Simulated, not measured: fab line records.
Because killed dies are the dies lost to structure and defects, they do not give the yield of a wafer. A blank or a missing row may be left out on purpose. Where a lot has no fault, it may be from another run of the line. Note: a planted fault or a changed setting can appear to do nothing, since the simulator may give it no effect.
Chamber matching + flow rit_cmos + rie_diel-04 running RIT_CONTACT_ETCH_11: 4 sister chambers
The step etches SiO2 in CHF3/CF4/Ar, stops on TiSi2, target depth 480 nm, time 320 s. 4 wafers are shown with their chamber, then 7 later ones without.

## WAFERS PAIRED WITH THEIR CHAMBERS
| wafer  | chamber | throttle_valve_pct (%) |
|--------|---------|------------------------|
| L693.4 | 0       | 8.91                   |
| L693.6 | 1       | 8.81                   |
| L696.2 | 3       | 9.02                   |
| L696.4 | 2       | 9.06                   |

## WAFERS WHOSE CHAMBER IS MISSING
| wafer  | throttle_valve_pct (%) |
|--------|------------------------|
| L696.5 | 9.05                   |
| L699.2 | 9.03                   |
| L699.3 | 9.06                   |
| L699.4 | 8.89                   |
| L701.3 | 8.80                   |
| L701.4 | 9.03                   |
| L701.6 | 8.90                   |

## WHICH CHAMBER EACH WENT THROUGH
| wafer  | from the rows above     | in truth |
|--------|-------------------------|----------|
| L696.5 | can't be placed: 2 or 3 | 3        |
| L699.2 | can't be placed: 3 or 2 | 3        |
| L699.3 | 2                       | 2        |
| L699.4 | 0                       | 0        |
| L701.3 | 1                       | 1        |
| L701.4 | can't be placed: 3 or 2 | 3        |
| L701.6 | 0                       | 0        |
4 of 7 placed correctly. Unplaceable from these rows: 3, with the true chamber sitting among the candidates in 3. Wrongly placed: 0.
How it was worked out, from the rows above alone: a wafer's distance from a chamber is the root of the sum, over the readings, of the square of ((its reading less the chamber's mean) divided by the reading's scatter). If the next closest chamber is less than 2 further off than the closest, the wafer can't be placed; otherwise it belongs to the closest. For every chamber, the mean is computed from those of its wafers that are shown. The scatter: root of mean squared gap, hidden wafer to nearest shown wafer, with one shown wafer a chamber.
